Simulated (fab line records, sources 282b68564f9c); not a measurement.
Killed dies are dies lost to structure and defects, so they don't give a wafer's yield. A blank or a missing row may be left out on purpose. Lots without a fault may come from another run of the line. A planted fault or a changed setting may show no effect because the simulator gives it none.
Split-lot experiment | flow rit_cmos | 5 lots, 23 wafers read, on a route of 202 steps

THE SPLIT
At RIT_FOX2_OXIDATION_00 (target thk 350.7 nm, ox time 1130 s), the setting temp_c was moved away from the recipe's 1100 C on 20 of the 23 wafers read, by -2.6% to +1.9%. The other wafers ran this setting at the recipe's value.

FROM THE SPLIT TO THE READING: what the file shows between them, 3 steps
- RIT_FOX2_THK_MEAS_01
- RIT_FOX2_CLEAN_02: cleans in dHF, time 180 s
- RIT_FOX2_WET_ETCH_03: etches Si3N4 in H3PO4, target depth 195 nm, time 2700 s

THE READING
FIELD_OXIDE_LEFT_1_THK, in nm, at RIT_FOX2_THK_MEAS_90. Fault-free wafers of this fab line usually give 323 nm, standard deviation 7.9 nm.

wafer  | tool, chamber at the split | temp_c as run, C | against the recipe | FIELD_OXIDE_LEFT_1_THK, nm | against lot-mates on the recipe
L075.1 | furnace-04, 0              | 1100             | recipe             | 327                        | -
L075.3 | furnace-04, 0              | 1100             | recipe             | 329                        | -
L075.5 | furnace-04, 0              | 1100             | recipe             | 322                        | -
L076.2 | -, -                       | 1071             | -2.6%              | 281                        | no lot-mate on the recipe
L076.3 | -, -                       | 1071             | -2.6%              | 280                        | no lot-mate on the recipe
L076.4 | -, -                       | 1071             | -2.6%              | 284                        | no lot-mate on the recipe
L076.5 | -, -                       | 1071             | -2.6%              | 280                        | no lot-mate on the recipe
L076.6 | -, -                       | 1071             | -2.6%              | 279                        | no lot-mate on the recipe
L079.1 | -, -                       | 1076             | -2.2%              | 289                        | no lot-mate on the recipe
L079.2 | -, -                       | 1076             | -2.2%              | 285                        | no lot-mate on the recipe
L079.4 | -, -                       | 1076             | -2.2%              | 285                        | no lot-mate on the recipe
L079.5 | -, -                       | 1076             | -2.2%              | 284                        | no lot-mate on the recipe
L079.6 | -, -                       | 1076             | -2.2%              | 284                        | no lot-mate on the recipe
L083.1 | -, -                       | 1077             | -2.1%              | 285                        | no lot-mate on the recipe
L083.2 | -, -                       | 1077             | -2.1%              | 285                        | no lot-mate on the recipe
L083.3 | -, -                       | 1077             | -2.1%              | 280                        | no lot-mate on the recipe
L083.4 | -, -                       | 1077             | -2.1%              | 284                        | no lot-mate on the recipe
L083.5 | -, -                       | 1077             | -2.1%              | 284                        | no lot-mate on the recipe
L085.1 | -, -                       | 1121             | +1.9%              | 353                        | no lot-mate on the recipe
L085.2 | -, -                       | 1121             | +1.9%              | 351                        | no lot-mate on the recipe
L085.4 | -, -                       | 1121             | +1.9%              | 351                        | no lot-mate on the recipe
L085.5 | -, -                       | 1121             | +1.9%              | 355                        | no lot-mate on the recipe
L085.6 | -, -                       | 1121             | +1.9%              | 348                        | no lot-mate on the recipe

THE FIT
A straight line over all 23 wafers: FIELD_OXIDE_LEFT_1_THK changes by +16.4 nm for each +1% of temp_c; r = +0.99; the points scatter about the line by 3.6 nm.
Too few moved wafers have a lot-mate on the recipe to fit a line with each lot's own level taken away.

THE WHOLE CHAIN: every reading that the file lists as answering this split, in the file's order
step                  | what it does                        | reading                                                                           | change (the file's fit)              | r (the file's)
RIT_FOX2_OXIDATION_00 | target thk 350.7 nm, ox time 1130 s | SiO2_of_FOX2_OXIDATION_00.thk_nm (the simulator's own value, which no gauge read) | +16.4 nm for each +1% of the setting | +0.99
RIT_FOX2_THK_MEAS_01  |                                     | FOX2_OXIDE_THK                                                                    | +16.4 for each +1% of the setting    | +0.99
RIT_FOX2_THK_MEAS_90  |                                     | FIELD_OXIDE_LEFT_1_THK                                                            | +16.3 for each +1% of the setting    | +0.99

THE FILE'S OWN FIT
FIELD_OXIDE_LEFT_1_THK changes by +16.3 nm for each +1% of temp_c, r = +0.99.
